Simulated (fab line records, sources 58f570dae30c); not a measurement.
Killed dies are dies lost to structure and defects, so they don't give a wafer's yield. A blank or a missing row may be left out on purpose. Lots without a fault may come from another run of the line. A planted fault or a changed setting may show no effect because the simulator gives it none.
fab line records | flow berkeley_cmos170
record lots=5 wafers=23
route steps=331 shown NWELL@21 WELLDRIVE@56 ACTIVE@70 PFIELD@80 SCREENOX@101 PVT@122 GATE@133
start_h: hours from the record's first day to the start of the lot's first wafer shown | wait_h: hours since the lot's step before | " the same as in the row above | L1.1+2: a row that stands for several wafers | - no value, or no start given | * or withheld: withheld | < > ~ a bound
route shown NAME@n: a module of which the file shows steps, and the number in the route of the first | usual: mean/standard deviation of fault-free wafers | same: alike in all rows | chamber/n: place in a boat | sites: the reading at each site | _std_site: their standard deviation | _edge_site: outer sites' mean less inner sites' | radius_mm: how far each site lies from the wafer's centre | mask NAME#n: copy n | behind: the tool/chamber that last shaped the wafer | hold: why the lot was held/for how many hours/how that ended | device: the transistor (n, p or np) that didn't switch | end of line: the same wafers' tests at the end of the route | a step without rows: its recipe alone | killed: dies lost to structure and defects at the first sort, not the wafer's yield | map: a wafer's dies, x killed, . not, _ none there
set.NAME: the setting as run; set.NAME@STEP: as run at that earlier step | model.NAME: the simulator's own value behind a step, which no gauge read
lots whose settings were changed on purpose; a table a step, a row a wafer
## steps
# step UCB170_NWELL_COAT_07
# recipe resist=KrF spin_rpm=1500 resist_thk_nm=900
# columns lot.wafer tool chamber start_h wait_h set.resist_thk_nm model.KrF_of_NWELL_COAT_07.thk_nm
L074.1 litho_track-03 0 28.46 0.1 900 898
L074.2 " 0 " " 900 894
L074.3 " 0 " " 900 894.1
L074.4 " 0 " " 900 893.4
L074.6 " 0 " " 900 893.6
L075.1 litho_track-02 0 36.34 0.1 867.3 867.4
L075.3 " 0 " " 900 897.9
L075.4 " 0 " " 867.3 867.8
L075.5 " 0 " " 900 898.1
L075.6 " 0 " " 900 898.7
L077.1 litho_track-03 0 42.98 0.1 939.5 938.9
L077.2 " 0 " " 900 901.7
L077.3 " 0 " " 939.5 939.5
L077.4 " 0 " " 900 899.8
L077.6 " 0 " " 900 898.6
L079.2 litho_track-01 0 50.97 0.1 943.5 941.4
L079.3 " 0 " " 943.5 944.6
L079.4 " 0 " " 943.5 943.3
L079.5 " 0 " " 900 899.5
L079.6 " 0 " " 900 899.9
L081.3 litho_track-01 0 64.95 0.1 900 897.6
L081.4 " 0 " " 900 898.3
L081.6 " 0 " " 900 900.9
# step UCB170_NWELL_SOFTBAKE_08
# recipe resist=KrF temp_c=130 time_s=60
# step UCB170_NWELL_EXPOSE_09
# recipe mask_id=NWELL target_cd_nm=3000 na=0.5 sigma_outer=0.6 source_shape=conventional dose_mj=25
# step UCB170_NWELL_DEVELOP_11
# recipe developer=TMAH develop_time_s=45 resist=KrF dev_temp_c=19.86
# step UCB170_NWELL_ETCH_13
# recipe chemistry=CH3F/Ar/O2 target=Si3N4 stop_on=SiO2 CH3F_flow_sccm=20 Ar_flow_sccm=50 O2_flow_sccm=7 pressure_mtorr=50 rf_w=450 target_depth_a=2464 over_etch_frac=0.1 time_s=154
# columns lot.wafer tool chamber start_h wait_h set.resist_thk_nm@NWELL_COAT_07 model.KrF_of_NWELL_COAT_07.thk_nm
L074.1 rie_diel-02 1 29.61 0.0 900 717
L074.2 " 3 " " 900 712.8
L074.3 " 0 " " 900 712
L074.4 " 3 " " 900 713.9
L074.6 " 1 " " 900 712.6
L075.1 rie_diel-04 2 37.40 0.0 867.3 689.2
L075.3+6 " 0,3 " " 900 716.2
L075.4 " 1 " " 867.3 690.6
L075.5 " 0 " " 900 717
L077.1 rie_diel-01 1 43.71 0.0 939.5 755.7
L077.2 " 3 " " 900 725.1
L077.3 " 0 " " 939.5 760
L077.4 " 2 " " 900 714.7
L077.6 " 3 " " 900 722.4
L079.2 rie_diel-04 1 52.18 0.0 943.5 768
L079.3 " 0 " " 943.5 766.8
L079.4 " 2 " " 943.5 767.2
L079.5 " 0 " " 900 719.5
L079.6 " 1 " " 900 726.1
L081.3 rie_diel-01 2 65.74 0.0 900 713.8
L081.4 " 3 " " 900 722.1
L081.6 " 0 " " 900 721.2
# step UCB170_NWELL_IMPLANT_14
# recipe species=P dose_cm2=1e+13 energy_kev=150 tilt_deg=7
# columns lot.wafer tool chamber start_h wait_h set.energy_kev model.implant.rp_nm model.implant.drp_nm
L074.1+2 implanter-01 0 29.72 0.1 155.1 195.4 64.32
L074.3+4+6 " 0 " " 150 188.7 62.72
L075.1+3+4 implanter-04 0 37.51 0.1 150 187.2 62.72
L075.5+6 " 0 " " 146.8 183 61.68
L077.1+2+6 implanter-04 0 43.81 0.1 150 189.1 62.72
L077.3+4 " 0 " " 145.4 183.1 61.22
L079.2+3+4+5+6 implanter-01 0 52.31 0.1 150 186.1 62.72
L081.3+4+6 implanter-02 0 65.89 0.1 150 186.1 62.72
# step UCB170_NWELL_STRIP_15
# recipe chemistry=O2 power_w=400 pressure_mtorr=3500 platen_temp_c=withheld o2_flow_sccm=400 overash_fraction=0.5
# usual strip_time_to_endpoint_s=17.95/0.1
# columns lot.wafer tool chamber start_h wait_h set.resist_thk_nm@NWELL_COAT_07 strip_time_to_endpoint_s
L074.1 plasma_asher-04 0 29.87 0.1 900 17.91
L074.2 " 1 " " 900 17.79
L074.3 " 1 " " 900 17.78
L074.4 " 0 " " 900 17.87
L074.6 " 1 " " 900 17.80
L075.1 plasma_asher-04 0 37.66 0.1 867.3 17.25
L075.3 " 0 " " 900 17.88
L075.4 " 1 " " 867.3 17.28
L075.5 " 1 " " 900 17.89
L075.6 " 0 " " 900 17.90
L077.1 plasma_asher-03 1 43.96 0.1 939.5 18.82
L077.2 " 0 " " 900 18.10
L077.3 " 1 " " 939.5 18.95
L077.4 " 0 " " 900 17.85
L077.6 " 1 " " 900 18.05
L079.2 plasma_asher-02 0 52.43 0.1 943.5 19.12
L079.3 " 0 " " 943.5 19.10
L079.4 " 1 " " 943.5 19.11
L079.5 " 0 " " 900 17.96
L079.6 " 1 " " 900 18.13
L081.3 plasma_asher-02 1 66.02 0.1 900 17.83
L081.4 " 0 " " 900 18.03
L081.6 " 1 " " 900 18.02
# step UCB170_WELLDRIVE_OXIDATION_01
# recipe temp_c=1100 ambient=O2 target_thk_a=1990 ox_time_s=9000
# columns lot.wafer tool chamber start_h wait_h set.ox_time_s model.SiO2_of_WELLDRIVE_OXIDATION_01.thk_nm
L074.1 - - - 0.8 9629 204
L074.2 " - " " 9629 204.6
L074.3 " - " " 9629 206.3
L074.4 " - " " 9629 205.9
L074.6 " - " " 9629 204.8
L075.1 - - - 1.4 10350 218.1
L075.3 " - " " 10350 220.3
L075.4 " - " " 10350 216.5
L075.5 " - " " 10350 216.7
L075.6 " - " " 10350 222.3
L077.1 - - - 2.9 9620 209.9
L077.2 " - " " 9620 208.1
L077.3 " - " " 9620 207.2
L077.4 " - " " 9620 206.6
L077.6 " - " " 9620 209.5
L079.2 - - - 1.9 9474 207.9
L079.3 " - " " 9474 204
L079.4+5 " - " " 9474 206
L079.6 " - " " 9474 203.5
L081.3 furnace-04 0 90.69 0.4 9000 195.9
L081.4 " 0 " " 9000 198.4
L081.6 " 0 " " 9000 196.5
# step UCB170_WELLDRIVE_THK_MEAS_02
# recipe reads=SiO2_of_WELLDRIVE_OXIDATION_01
# usual WELLDRIVE_OXIDE_THK=198/3.4
# columns lot.wafer tool chamber start_h wait_h set.ox_time_s@WELLDRIVE_OXIDATION_01 WELLDRIVE_OXIDE_THK[nm]
L074.1 film_metro-01 - - - 9629 204
L074.2 " - " " 9629 205
L074.3 " - " " 9629 206
L074.4 " - " " 9629 206
L074.6 " - " " 9629 205
L075.1 film_metro-04 - - - 10350 218
L075.3 " - " " 10350 220
L075.4 " - " " 10350 216
L075.5 " - " " 10350 217
L075.6 " - " " 10350 222
L077.1 film_metro-04 - - - 9620 210
L077.2 " - " " 9620 208
L077.3 " - " " 9620 207
L077.4 " - " " 9620 207
L077.6 " - " " 9620 210
L079.2 film_metro-03 - - - 9474 208
L079.3 " - " " 9474 204
L079.4 " - " " 9474 206
L079.5 " - " " 9474 206
L079.6 " - " " 9474 204
L081.3 film_metro-01 - 94.21 0.0 9000 196
L081.4 " - " " 9000 198
L081.6 " - " " 9000 197
# step UCB170_ACTIVE_EXPOSE_10
# recipe mask_id=ACTIVE target_cd_nm=1200 na=0.5 sigma_outer=0.6 source_shape=conventional dose_mj=20
# columns lot.wafer tool chamber start_h wait_h mask set.dose_mj
L074.1+2+6 krf_scanner-01 0 67.63 0.4 ACTIVE#0 20
L074.3+4 " 0 " " ACTIVE#0 19.49
L075.1+3+4+5+6 krf_scanner-01 0 78.82 0.1 ACTIVE#0 20
L077.1+3+6 krf_scanner-02 0 87.29 0.1 ACTIVE#0 20
L077.2+4 " 0 " " ACTIVE#0 21.05
L079.2+5+6 krf_scanner-01 0 93.76 0.2 ACTIVE#0 21.46
L079.3+4 " 0 " " ACTIVE#0 20
L081.3+4+6 krf_scanner-02 0 110.34 0.1 ACTIVE#0 20
# step UCB170_ACTIVE_PEB_11
# recipe peb_temp_c=130 peb_time_s=withheld resist=KrF
# step UCB170_ACTIVE_DEVELOP_12
# recipe developer=TMAH develop_time_s=45 resist=KrF dev_temp_c=21
# step UCB170_ACTIVE_CD_MEAS_13
# recipe target_cd_nm=1200
# usual cd_nm=1200.2/1.5
# columns lot.wafer tool chamber start_h wait_h set.dose_mj@ACTIVE_EXPOSE_10 cd_nm
L074.1 cd_sem-01 - 68.50 - 20 1200.8
L074.2 " - " " 20 1202.0
L074.3 " - " " 19.49 1207.6
L074.4 " - " " 19.49 1207.7
L074.6 " - " " 20 1203.2
L075.1 cd_sem-01 - 79.21 - 20 1200.5
L075.3 " - " " 20 1200.7
L075.4 " - " " 20 1201.2
L075.5 " - " " 20 1200.5
L075.6 " - " " 20 1200.2
L077.1 cd_sem-02 - 87.69 - 20 1201.6
L077.2 " - " " 21.05 1192.9
L077.3 " - " " 20 1202.5
L077.4 " - " " 21.05 1191.2
L077.6 " - " " 20 1200.8
L079.2 cd_sem-02 - 94.74 - 21.46 1185.3
L079.3 " - " " 20 1198.7
L079.4 " - " " 20 1197.0
L079.5 " - " " 21.46 1186.8
L079.6 " - " " 21.46 1184.7
L081.3 cd_sem-02 - 110.89 - 20 1200.0
L081.4 " - " " 20 1201.0
L081.6 " - " " 20 1200.7
# step UCB170_ACTIVE_ETCH_15
# recipe chemistry=CH3F/Ar/O2 target=Si3N4 stop_on=SiO2 CH3F_flow_sccm=20 Ar_flow_sccm=50 O2_flow_sccm=7 pressure_mtorr=50 rf_w=450 target_depth_a=2420 over_etch_frac=0.1 time_s=151
# columns lot.wafer tool chamber start_h wait_h set.dose_mj@ACTIVE_EXPOSE_10 model.ACTIVE.cd_nm
L074.1 rie_diel-04 1 68.66 0.0 20 1201
L074.2 " 0 " " 20 1202
L074.3 " 2 " " 19.49 1207
L074.4 " 3 " " 19.49 1208
L074.6 " 0 " " 20 1203
L075.1+6 rie_diel-04 0,2 79.37 0.0 20 1200
L075.3+4+5 " 2,3,1 " " 20 1201
L077.1+3 rie_diel-02 0,2 87.84 0.0 20 1202
L077.2 " 1 " " 21.05 1193
L077.4 " 3 " " 21.05 1191
L077.6 " 1 " " 20 1201
L079.2+6 rie_diel-02 2,1 94.88 0.0 21.46 1185
L079.3 " 3 " " 20 1198
L079.4 " 0 " " 20 1197
L079.5 " 2 " " 21.46 1186
L081.3 rie_diel-04 1 111.01 0.0 20 1200
L081.4+6 " 3,0 " " 20 1201
# step UCB170_ACTIVE_STRIP_16
# recipe chemistry=O2 power_w=400 pressure_mtorr=3500 platen_temp_c=withheld o2_flow_sccm=400 overash_fraction=0.5
# step UCB170_ACTIVE_CD_MEAS_90
# recipe target_cd_nm=1200
# usual cd_nm=1200.1/1.5
# columns lot.wafer tool chamber start_h wait_h set.dose_mj@ACTIVE_EXPOSE_10 cd_nm
L074.1 cd_sem-01 - 68.97 0.2 20 1201.0
L074.2 " - " " 20 1201.9
L074.3 " - " " 19.49 1207.4
L074.4 " - " " 19.49 1208.0
L074.6 " - " " 20 1203.2
L075.1 cd_sem-02 - 79.57 0.1 20 1199.9
L075.3 " - " " 20 1200.5
L075.4 " - " " 20 1201.4
L075.5 " - " " 20 1200.5
L075.6 " - " " 20 1200.2
L077.1 cd_sem-01 - 88.04 0.1 20 1201.8
L077.2 " - " " 21.05 1192.9
L077.3 " - " " 20 1202.3
L077.4 " - " " 21.05 1191.2
L077.6 " - " " 20 1201.4
L079.2 cd_sem-02 - 95.10 0.1 21.46 1185.0
L079.3 " - " " 20 1198.2
L079.4 " - " " 20 1196.8
L079.5 " - " " 21.46 1186.7
L079.6 " - " " 21.46 1184.8
L081.3 cd_sem-02 - 111.25 0.1 20 1200.0
L081.4 " - " " 20 1200.7
L081.6 " - " " 20 1200.7
# step UCB170_PFIELD_COAT_01
# recipe resist=KrF spin_rpm=1500 resist_thk_nm=900
# columns lot.wafer tool chamber start_h wait_h set.resist_thk_nm model.KrF_of_PFIELD_COAT_01.thk_nm
L074.1 litho_track-02 0 69.43 0.1 860.2 857.9
L074.2 " 0 " " 900 898.3
L074.3 " 0 " " 860.2 857.2
L074.4 " 0 " " 860.2 859
L074.6 " 0 " " 900 897.2
L075.1 litho_track-02 0 80.02 0.1 900 899.4
L075.3 " 0 " " 920.5 917.2
L075.4 " 0 " " 920.5 922.8
L075.5 " 0 " " 900 902.2
L075.6 " 0 " " 900 901
L077.1 litho_track-04 0 90.50 0.1 874.4 872.7
L077.2 " 0 " " 874.4 872.4
L077.3 " 0 " " 900 896.3
L077.4 " 0 " " 900 900
L077.6 " 0 " " 900 899
L079.2 litho_track-04 0 95.90 0.1 867.8 867.1
L079.3 " 0 " " 900 901.2
L079.4 " 0 " " 867.8 868.8
L079.5 " 0 " " 900 902.8
L079.6 " 0 " " 900 901.8
L081.3 litho_track-01 0 111.97 0.1 900 897.7
L081.4 " 0 " " 900 899.9
L081.6 " 0 " " 900 899.8
# step UCB170_PFIELD_SOFTBAKE_02
# recipe resist=KrF temp_c=130 time_s=60
# step UCB170_PFIELD_EXPOSE_03
# recipe mask_id=PFIELD na=0.5 sigma_outer=0.6 source_shape=conventional target_cd_nm=1500 dose_mj=30
# step UCB170_PFIELD_IMPLANT_07
# recipe species=B dose_cm2=2e+13 energy_kev=80 tilt_deg=7
# step UCB170_PFIELD_STRIP_08
# recipe chemistry=O2 power_w=400 pressure_mtorr=3500 platen_temp_c=withheld o2_flow_sccm=400 overash_fraction=0.5
# usual strip_time_to_endpoint_s=21.61/0.065
# columns lot.wafer tool chamber start_h wait_h set.resist_thk_nm@PFIELD_COAT_01 strip_time_to_endpoint_s
L074.1 plasma_asher-02 0 70.67 0.1 860.2 20.61
L074.2 " 1 " " 900 21.58
L074.3 " 1 " " 860.2 20.60
L074.4 " 0 " " 860.2 20.65
L074.6 " 0 " " 900 21.56
L075.1 plasma_asher-01 0 81.07 0.1 900 21.61
L075.3 " 1 " " 920.5 22.03
L075.4 " 0 " " 920.5 22.17
L075.5 " 0 " " 900 21.70
L075.6 " 1 " " 900 21.66
L077.1 plasma_asher-04 1 91.81 0.1 874.4 20.98
L077.2 " 0 " " 874.4 20.96
L077.3 " 1 " " 900 21.54
L077.4 " 0 " " 900 21.62
L077.6 " 1 " " 900 21.59
L079.2 plasma_asher-01 1 97.09 0.1 867.8 20.84
L079.3 " 0 " " 900 21.66
L079.4 " 1 " " 867.8 20.88
L079.5 " 1 " " 900 21.71
L079.6 " 0 " " 900 21.65
L081.3 plasma_asher-02 0 113.31 0.1 900 21.58
L081.4 " 1 " " 900 21.62
L081.6 " 1 " " 900 21.61
# step UCB170_SCREENOX_OXIDATION_01
# recipe temp_c=900 ambient=O2 target_thk_a=144 ox_time_s=2400
# columns lot.wafer tool chamber start_h wait_h set.ox_time_s model.SiO2_of_SCREENOX_OXIDATION_01.thk_nm
L074.1 - - - 1.9 2400 14.15
L074.2 " - " " 2400 14.41
L074.3 " - " " 2400 14.3
L074.4 " - " " 2400 14.17
L074.6 " - " " 2400 14.21
L075.1+3+6 - - - 2.3 2400 14.44
L075.4 " - " " 2400 14.42
L075.5 " - " " 2400 14.4
L077.1 - - - 2.6 2180 13.35
L077.2 " - " " 2180 13.43
L077.3 " - " " 2180 13.6
L077.4 " - " " 2180 13.52
L077.6 " - " " 2180 13.38
L079.2+6 - - - 2.6 2606 15.34
L079.3 " - " " 2606 15.2
L079.4 " - " " 2606 15.26
L079.5 " - " " 2606 15.15
L081.3 furnace-04 0 134.12 3.7 2400 14.48
L081.4 " 0 " " 2400 14.59
L081.6 " 0 " " 2400 14.52
# step UCB170_SCREENOX_THK_MEAS_02
# recipe reads=SiO2_of_SCREENOX_OXIDATION_01
# usual SCREENOX_OXIDE_THK=14.43/0.18
# columns lot.wafer tool chamber start_h wait_h set.ox_time_s@SCREENOX_OXIDATION_01 SCREENOX_OXIDE_THK[nm]
L074.1 film_metro-04 - - - 2400 14.14
L074.2 " - " " 2400 14.43
L074.3 " - " " 2400 14.28
L074.4 " - " " 2400 14.15
L074.6 " - " " 2400 14.20
L075.1 film_metro-02 - - - 2400 14.46
L075.3 " - " " 2400 14.46
L075.4 " - " " 2400 14.43
L075.5 " - " " 2400 14.44
L075.6 " - " " 2400 14.43
L077.1 film_metro-02 - - - 2180 13.30
L077.2 " - " " 2180 13.45
L077.3 " - " " 2180 13.57
L077.4 " - " " 2180 13.54
L077.6 " - " " 2180 13.37
L079.2 film_metro-02 - - - 2606 15.35
L079.3 " - " " 2606 15.26
L079.4 " - " " 2606 15.31
L079.5 " - " " 2606 15.15
L079.6 " - " " 2606 15.35
L081.3 film_metro-04 - 135.81 0.0 2400 14.52
L081.4 " - " " 2400 14.62
L081.6 " - " " 2400 14.52
# step UCB170_PVT_IMPLANT_07
# recipe species=P dose_cm2=2e+12 energy_kev=30 tilt_deg=7
# columns lot.wafer tool chamber start_h wait_h set.energy_kev model.implant.rp_nm model.implant.drp_nm
L074.1+4 implanter-01 0 97.08 0.0 30 37.36 16.56
L074.2+3+6 " 0 " " 28.4 36 16.02
L075.1+4 implanter-02 0 106.28 0.0 30 36.95 16.56
L075.3+5+6 " 0 " " 30.79 37.87 16.93
L077.1+3+4 implanter-04 0 118.45 0.0 30 35.3 16.56
L077.2+6 " 0 " " 29.02 34.51 16.23
L079.2+5 implanter-01 0 126.31 0.0 29.01 35.12 16.23
L079.3+4+6 " 0 " " 30 35.93 16.56
L081.3+4+6 implanter-01 0 148.10 0.1 30 36.31 16.56
# step UCB170_PVT_STRIP_08
# recipe chemistry=O2 power_w=400 pressure_mtorr=3500 platen_temp_c=withheld o2_flow_sccm=400 overash_fraction=0.5
# step UCB170_PVT_TW_MEAS_09
# usual PVT_TW=510/3.4
# columns lot.wafer tool chamber start_h wait_h set.energy_kev@PVT_IMPLANT_07 PVT_TW
L074.1 film_metro-04 - 97.33 0.1 30 511
L074.2 " - " " 28.4 505
L074.3 " - " " 28.4 500
L074.4 " - " " 30 509
L074.6 " - " " 28.4 501
L075.1 film_metro-03 - 106.53 0.1 30 510
L075.3 " - " " 30.79 513
L075.4 " - " " 30 508
L075.5 " - " " 30.79 513
L075.6 " - " " 30.79 512
L077.1 film_metro-04 - 118.70 0.1 30 508
L077.2 " - " " 29.02 503
L077.3 " - " " 30 510
L077.4 " - " " 30 508
L077.6 " - " " 29.02 505
L079.2 film_metro-04 - 126.54 0.1 29.01 508
L079.3 " - " " 30 512
L079.4 " - " " 30 512
L079.5 " - " " 29.01 505
L079.6 " - " " 30 512
L081.3 film_metro-04 - 148.32 0.1 30 513
L081.4 " - " " 30 515
L081.6 " - " " 30 512
# step UCB170_GATE_COAT_07
# recipe resist=KrF spin_rpm=1500 resist_thk_nm=900
# columns lot.wafer tool chamber start_h wait_h set.resist_thk_nm model.KrF_of_GATE_COAT_07.thk_nm
L074.1 litho_track-03 0 - - 917.7 920.2
L074.2 " 0 " " 900 901.2
L074.3 " 0 " " 900 898.1
L074.4 " 0 " " 900 900.1
L074.6 " 0 " " 917.7 920.9
L075.1 litho_track-04 0 - - 856 853.8
L075.3 " 0 " " 856 850.9
L075.4 " 0 " " 900 898.3
L075.5 " 0 " " 856 855.7
L075.6 " 0 " " 900 899.4
L077.1 litho_track-04 0 - - 880.3 882.2
L077.2 " 0 " " 880.3 879.7
L077.3 " 0 " " 880.3 884.5
L077.4 " 0 " " 900 900.1
L077.6 " 0 " " 900 902.7
L079.2 litho_track-03 0 - - 939.4 942.8
L079.3 " 0 " " 900 898.9
L079.4 " 0 " " 939.4 938.3
L079.5 " 0 " " 939.4 938.5
L079.6 " 0 " " 900 900.4
L081.3 litho_track-01 0 - - 900 899.1
L081.4 " 0 " " 900 900.5
L081.6 " 0 " " 900 898.1
## key
split step=UCB170_NWELL_COAT_07 setting=resist_thk_nm stated=900 by=wafer
response step=UCB170_NWELL_COAT_07 reading=model.KrF_of_NWELL_COAT_07.thk_nm change=+8.83 per=1% r=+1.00
response step=UCB170_NWELL_ETCH_13 reading=model.KrF_of_NWELL_COAT_07.thk_nm change=+8.5 per=1% r=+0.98
response step=UCB170_NWELL_STRIP_15 reading=strip_time_to_endpoint_s change=* per=1% r=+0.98
split step=UCB170_NWELL_IMPLANT_14 setting=energy_kev stated=150 by=wafer
response step=UCB170_NWELL_IMPLANT_14 reading=model.implant.rp_nm change=+1.96 per=1% r=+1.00
response step=UCB170_NWELL_IMPLANT_14 reading=model.implant.drp_nm change=+0.481 per=1% r=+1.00
split step=UCB170_WELLDRIVE_OXIDATION_01 setting=ox_time_s stated=9000 by=lot
response step=UCB170_WELLDRIVE_OXIDATION_01 reading=model.SiO2_of_WELLDRIVE_OXIDATION_01.thk_nm change=+1.44 per=1% r=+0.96
response step=UCB170_WELLDRIVE_THK_MEAS_02 reading=WELLDRIVE_OXIDE_THK change=+1.44 per=1% r=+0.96
split step=UCB170_ACTIVE_EXPOSE_10 setting=dose_mj stated=20 by=wafer
response step=UCB170_ACTIVE_CD_MEAS_13 reading=cd_nm change=-1.77 per=1% r=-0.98
response step=UCB170_ACTIVE_ETCH_15 reading=model.ACTIVE.cd_nm change=-1.77 per=1% r=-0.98
response step=UCB170_ACTIVE_CD_MEAS_90 reading=cd_nm change=-1.76 per=1% r=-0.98
split step=UCB170_PFIELD_COAT_01 setting=resist_thk_nm stated=900 by=wafer
response step=UCB170_PFIELD_COAT_01 reading=model.KrF_of_PFIELD_COAT_01.thk_nm change=+9.08 per=1% r=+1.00
response step=UCB170_PFIELD_STRIP_08 reading=strip_time_to_endpoint_s change=* per=1% r=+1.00
split step=UCB170_SCREENOX_OXIDATION_01 setting=ox_time_s stated=2400 by=lot
response step=UCB170_SCREENOX_OXIDATION_01 reading=model.SiO2_of_SCREENOX_OXIDATION_01.thk_nm change=+0.102 per=1% r=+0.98
response step=UCB170_SCREENOX_THK_MEAS_02 reading=SCREENOX_OXIDE_THK change=+0.104 per=1% r=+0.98
split step=UCB170_PVT_IMPLANT_07 setting=energy_kev stated=30 by=wafer
response step=UCB170_PVT_IMPLANT_07 reading=model.implant.rp_nm change=+0.262 per=1% r=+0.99
response step=UCB170_PVT_IMPLANT_07 reading=model.implant.drp_nm change=+0.105 per=1% r=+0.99
response step=UCB170_PVT_TW_MEAS_09 reading=PVT_TW change=+1.48 per=1% r=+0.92
split step=UCB170_GATE_COAT_07 setting=resist_thk_nm stated=900 by=wafer
response step=UCB170_GATE_COAT_07 reading=model.KrF_of_GATE_COAT_07.thk_nm change=+9.3 per=1% r=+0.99
